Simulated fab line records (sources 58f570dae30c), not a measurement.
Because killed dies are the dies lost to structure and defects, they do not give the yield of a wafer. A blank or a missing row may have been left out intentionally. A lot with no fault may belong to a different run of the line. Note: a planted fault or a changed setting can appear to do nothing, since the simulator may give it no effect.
A lot that was struck, set against a sound lot || flow berkeley cmos170 || 17 steps out of a route of 331
Sound: the wafers L665.3, L665.4, L665.6. The struck wafers were L681.1, L681.3, L681.6. The cause comes at the end.
At each step with rows: each side's tool, then ch and its chambers, then its first start. Under that, the readings that differ: sound wafers || struck wafers || difference of the means || sigmas: that difference in standard deviations of wafers without a fault.
alike: words and numbers the same on both sides, and readings whose means are apart by under 2 such deviations; not compared: readings that were withheld, readings missing a value for some wafer, numbers with overlapping values and no deviation given by the record, and bounds like >300 which may hide the same value.
A row with sigmas, a row that says differs or no value, or rows on one side alone: a step with any of these is where the two part. When numbers do not overlap yet have no deviation, they are printed without sigmas and do not part them. A reading missing from all wafers of one side parts the sides only when that side holds two or more wafers.

UCB170_GATE_STRIP_16: strips in O2.
  sound on plasma asher-03 ch 0,1, day 6 23:20; struck on plasma asher-02 ch 1, day 10 13:23
  alike: drypump motor current A, oes product au
  not compared: rf hours counter h
UCB170_GATE_CD_MEAS_90: the cd target is 350 nm.
  struck on cd sem-01, day 10 13:29; sound on cd sem-02, day 6 23:26
  alike: cd nm
then, 7 steps without rows for these wafers: UCB170_GATE_CLEAN_17 (cleans in SPM, time 600 s); UCB170_PLDD_HMDS_00 (prime time 60 s); UCB170_PLDD_COAT_01 (resist thk 900 nm); UCB170_PLDD_SOFTBAKE_02 (time 60 s); UCB170_PLDD_EXPOSE_03 (exposes mask PSELECT, target cd 1200 nm); UCB170_PLDD_PEB_04; UCB170_PLDD_DEVELOP_05 (develop time 45 s).
UCB170_PLDD_CD_MEAS_06: the cd target is 1200 nm.
  struck on cd sem-01, day 10 14:45; sound on cd sem-01, day 7 00:49
  alike: cd nm
UCB170_PLDD_OVL_MEAS_07:
  struck on overlay-01, day 10 14:52; sound on overlay-01, day 7 00:55
  alike: PLDD_OVL
next, for these wafers, 1 step has no rows: UCB170_PLDD_IMPLANT_08.
UCB170_PLDD_IMPLANT_09:
  sound on implanter-04 ch 0, day 7 01:08; struck on implanter-04 ch 0, day 10 15:04
{"reading": "beam energy keV", "sound": "10.004 10.006 10.008", "struck": "10.879 10.878 10.877", "difference": "+0.872", "sigmas": "+99 or more"}
{"reading": "model.implant.rp nm (nm)", "sound": "10.2 10.2 10.2", "struck": "11.11 11.11 11.11", "difference": "+0.91", "sigmas": ""}
{"reading": "model.implant.drp nm (nm)", "sound": "6.005 6.005 6.005", "struck": "6.367 6.367 6.367", "difference": "+0.362", "sigmas": ""}
  alike: dose ions cm2
UCB170_PLDD_STRIP_10: strips in O2.
  sound on plasma asher-01 ch 0,1, day 7 01:16; struck on plasma asher-03 ch 0,1, day 10 15:13
  alike: drypump motor current A, oes product au, strip time to endpoint s
  not compared: rf hours counter h
UCB170_PLDD_TW_MEAS_11:
  struck on film metro-01, day 10 15:32; sound on film metro-01, day 7 01:22
{"reading": "PLDD_TW", "sound": "1024 1020 1025", "struck": "1036 1036 1038", "difference": "+14", "sigmas": "+3"}
  not compared: hold
then, 1 step without rows for these wafers: UCB170_PLDD_CLEAN_12 (cleans in SPM, time 600 s).
UCB170_M3_PROBE_99:
  only the struck wafers here have rows in the record (prober-01, day 12 05:42); the sound ones have none

== WHERE THEY PART ==
At UCB170_PLDD_IMPLANT_09 first; at UCB170_M3_PROBE_99 last (within this record only).

WHY: the cause the simulator had injected
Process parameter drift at UCB170_PLDD_IMPLANT_09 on implanter-04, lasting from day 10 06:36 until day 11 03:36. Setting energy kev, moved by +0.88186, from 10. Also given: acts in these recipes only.
